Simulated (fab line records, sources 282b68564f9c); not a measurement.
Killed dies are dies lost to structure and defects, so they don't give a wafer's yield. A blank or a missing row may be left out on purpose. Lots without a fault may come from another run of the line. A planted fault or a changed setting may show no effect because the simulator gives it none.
A struck lot beside a sound one | flow rit_cmos | 14 steps out of a route of 202
Sound: wafers L601.1, L601.3, L601.6. Struck: wafers L603.4, L603.5, L603.6. The cause comes at the end.
At each step with rows: each side's tool, then ch and its chambers, then its first start. Under that, the readings that differ: sound wafers | struck wafers | difference of the means | sigmas: that difference in standard deviations of wafers without a fault.
alike: readings whose means differ by less than 2 such deviations, and words and numbers that are the same on both sides. not compared: withheld readings, readings that some wafer has no value for, bounds like >300 that may hide the same value, and numbers for which the record gives no deviation and whose values overlap.
The two part at a step that has a row with sigmas, a row that says differs or no value, or rows on one side only. Numbers that don't overlap but have no deviation are shown without sigmas and don't part them. A reading that every wafer of one side lacks parts them only if that side has two wafers or more.

first, 2 steps without rows for these wafers: RIT_ACTIVE_CLEAN_17 (cleans in SC2, time 600 s); RIT_FOX1_OXIDATION_00 (target thk 350.7 nm, ox time 1130 s).
RIT_FOX1_THK_MEAS_01:
  sound on film_metro-03, day 2 12:56; struck on film_metro-01, day 2 23:10
  alike: FOX1_OXIDE_THK
then, 2 steps without rows for these wafers: RIT_FOX1_WET_ETCH_02 (etches SiO2 in BOE, target depth 350 nm, time 390 s); RIT_FOX2_OXIDATION_00 (target thk 350.7 nm, ox time 1130 s).
RIT_FOX2_THK_MEAS_01:
  sound on film_metro-02, day 2 14:25; struck on film_metro-02, day 3 01:29
  alike: FOX2_OXIDE_THK
then, 2 steps without rows for these wafers: RIT_FOX2_CLEAN_02 (cleans in dHF, time 180 s); RIT_FOX2_WET_ETCH_03 (etches Si3N4 in H3PO4, target depth 195 nm, time 2700 s).
RIT_FOX2_THK_MEAS_90:
  sound on film_metro-03, day 2 15:18; struck on film_metro-03, day 3 02:22
  alike: FIELD_OXIDE_LEFT_1_THK
then, 3 steps without rows for these wafers: RIT_NWELL_HMDS_00 (prime time 60 s); RIT_NWELL_COAT_01 (resist thk 1300 nm); RIT_NWELL_SOFTBAKE_02 (time 60 s).
RIT_NWELL_EXPOSE_03: exposes mask M2, target cd 43900 nm.
  sound on iline_stepper-01 ch 0, day 2 16:04; struck on iline_stepper-01, day 3 02:59
  no value came back on the struck wafers for exposure_dose_mJ_cm2, focus_offset_nm (nm), na; on the sound wafers exposure_dose_mJ_cm2 reads 249.81 249.72 250.02
  alike: mask
then, 1 step without rows for these wafers: RIT_NWELL_PEB_04.

WHERE THEY PART
Only at RIT_NWELL_EXPOSE_03, within this record.

WHY: what the simulator had put in
Skipped step whole: iline_stepper-01, from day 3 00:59 on, at RIT_NWELL_EXPOSE_03. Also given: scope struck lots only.
